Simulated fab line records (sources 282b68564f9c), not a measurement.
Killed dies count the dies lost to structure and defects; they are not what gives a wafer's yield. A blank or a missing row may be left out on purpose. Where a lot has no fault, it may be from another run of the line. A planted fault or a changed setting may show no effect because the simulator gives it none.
One fault through the eyes of 2 desks -- flow ritCmos -- each desk has only its own numbers; what lay behind them comes last

== FOR THE TOOL OWNER'S DESK: pecvd-01 ==
The tool's own readings at RIT_CONTACT_CVD_00 (deposits SiO2 from TEOS, target thk 400 nm, time 61 s): means of the sampled wafers that have a number, for each lot that ran on this tool. Any lot whose mean is over 4 standard deviations away from the usual mean is out of limits and marked OUT; that distance is given in the brackets.
Columns: A = heaterPowerW at RIT_CONTACT_CVD_00, usual 325 W
lot,first seen here,A
L620,day 3 07:10,373
L623,day 4 02:11,374
L626,day 4 14:37,385
L632,day 5 22:12,379
L638,day 7 08:19,361
L641,day 8 04:17,398
This desk found nothing out of limits on any of the 6 lots.

== AT THE METROLOGY DESK ==
Means of the sampled wafers that have a number, per lot and without regard to the tool the lot ran on: this is what the gauges read. Any lot whose mean is over 4 standard deviations away from the usual mean is out of limits and marked OUT; that distance is given in the brackets.
Columns: A = PSD_OVL at RIT_PSD_OVL_MEAS_06, usual 0.5 nm; B = CONTACT_TEOS_THK at RIT_CONTACT_THK_MEAS_01, usual 403 nm; C = cdNm at RIT_M1_CD_MEAS_09, usual 2600.4 nm
lot,first seen here,A,B,C
L619,day 2 23:40,-2.0,403,2598.6
L620,day 3 05:08,0.3,398,2601.2
L621,day 3 11:49,1.7,408,2597.1
L623,day 3 23:58,1.0,400,2601.1
L624,day 4 02:21,0.3,407,2598.7
L625,day 4 05:23,0.3,399,2599.2
L626,day 4 12:33,0.6,403,2600.2
L627,day 4 17:13,-0.4,404,2602.3
L630,day 5 09:14,0.7,405,2601.6
L631,day 5 15:26,0.7,396,2598.7
L632,day 5 20:11,0.7,403,2599.0
L638,day 7 05:58,0.5,372 (-5.8) OUT,2604.0
L639,day 7 09:18,-0.6,409,2597.5
L641,day 8 02:15,1.6,340 (-12) OUT,2603.3
This desk reports L638, L641 out of limits; the earliest was L638 at day 7 08:22 (CONTACT_TEOS_THK at RIT_CONTACT_THK_MEAS_01). L619, L620, L621, L623, L624, L625, L626, L627, L630, L631, L632, L639: within limits.

== PUT TOGETHER ==
At day 7 08:22 the metrology desk could have sounded an alarm, on L638, L641.
The desk of the tool owner found nothing out of limits.
Tool owner's desk: L638, L641 on record, inside its limits.
Every lot named ran RIT_CONTACT_CVD_00 on pecvd-01.

== WHAT WAS PUT IN BY THE SIMULATOR ==
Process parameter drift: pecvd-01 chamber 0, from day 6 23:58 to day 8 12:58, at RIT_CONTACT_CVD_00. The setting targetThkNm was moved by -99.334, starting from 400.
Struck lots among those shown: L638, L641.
Hours from the fault's start to each desk's first reading out of limits: the metrology desk, 8.
